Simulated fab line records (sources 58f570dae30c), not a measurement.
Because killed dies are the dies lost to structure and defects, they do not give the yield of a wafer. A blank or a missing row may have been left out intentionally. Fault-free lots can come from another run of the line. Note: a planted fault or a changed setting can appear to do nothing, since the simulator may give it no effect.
Split-lot study    flow berkeley cmos170    23 wafers read from 5 lots, route of 331 steps

== SPLIT DETAILS ==
At UCB170_NWELL_CVD_04 (deposits Si3N4 from SiH2Cl2/NH3, target thk 224 nm, time 3360 s), the setting pressure mtorr was moved away from the recipe's 200 mTorr on 20 of the 23 wafers read, by -12.0% to -4.3%. For the rest of the wafers, this setting stayed at what the recipe calls for.

The reading comes from the split's own step.

== THE READING ==
Si3N4_of_NWELL_CVD_04.thk nm (the simulator's own value, which no gauge read), in nm, at UCB170_NWELL_CVD_04 (deposits Si3N4 from SiH2Cl2/NH3, target thk 224 nm, time 3360 s). The file gives no usual value for it. The 3 wafers here that ran the recipe average 221.7 nm, standard deviation 0.79 nm.

wafer   tool, chamber at the split  pressure mtorr as run, mTorr  against the recipe  Si3N4_of_NWELL_CVD_04.thk nm, nm  against lot-mates on the recipe
L075.1  -, -                        189.2                         -5.4%               216.7                             no lot-mate on the recipe
L075.2  -, -                        189.2                         -5.4%               220.6                             no lot-mate on the recipe
L075.4  -, -                        189.2                         -5.4%               218                               no lot-mate on the recipe
L075.5  -, -                        189.2                         -5.4%               219.9                             no lot-mate on the recipe
L075.6  -, -                        189.2                         -5.4%               219.9                             no lot-mate on the recipe
L076.1  -, -                        176                           -12.0%              214.5                             no lot-mate on the recipe
L076.2  -, -                        176                           -12.0%              215.7                             no lot-mate on the recipe
L076.3  -, -                        176                           -12.0%              214.1                             no lot-mate on the recipe
L076.4  -, -                        176                           -12.0%              216.8                             no lot-mate on the recipe
L076.5  -, -                        176                           -12.0%              215.6                             no lot-mate on the recipe
L079.1  -, -                        175.9                         -12.0%              216                               no lot-mate on the recipe
L079.3  -, -                        175.9                         -12.0%              216.7                             no lot-mate on the recipe
L079.4  -, -                        175.9                         -12.0%              217.5                             no lot-mate on the recipe
L079.5  -, -                        175.9                         -12.0%              216.9                             no lot-mate on the recipe
L079.6  -, -                        175.9                         -12.0%              215.5                             no lot-mate on the recipe
L080.1  -, -                        191.3                         -4.3%               217.2                             no lot-mate on the recipe
L080.3  -, -                        191.3                         -4.3%               219.2                             no lot-mate on the recipe
L080.4  -, -                        191.3                         -4.3%               218.9                             no lot-mate on the recipe
L080.5  -, -                        191.3                         -4.3%               218.9                             no lot-mate on the recipe
L080.6  -, -                        191.3                         -4.3%               220.1                             no lot-mate on the recipe
L084.1  lpcvd-02, 0                 200                           recipe              222.1                             -
L084.2  lpcvd-02, 0                 200                           recipe              222.4                             -
L084.3  lpcvd-02, 0                 200                           recipe              220.6                             -

THE FIT
A straight line over all 23 wafers: Si3N4_of_NWELL_CVD_04.thk nm changes by +0.452 nm for each +1% of pressure mtorr; r = +0.87; the points scatter about the line by 1.2 nm.
Too few moved wafers have a lot-mate on the recipe to fit a line with each lot's own level taken away.

== FILE'S OWN FIT ==
Si3N4_of_NWELL_CVD_04.thk nm changes by +0.451 nm for each +1% of pressure mtorr, r = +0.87.
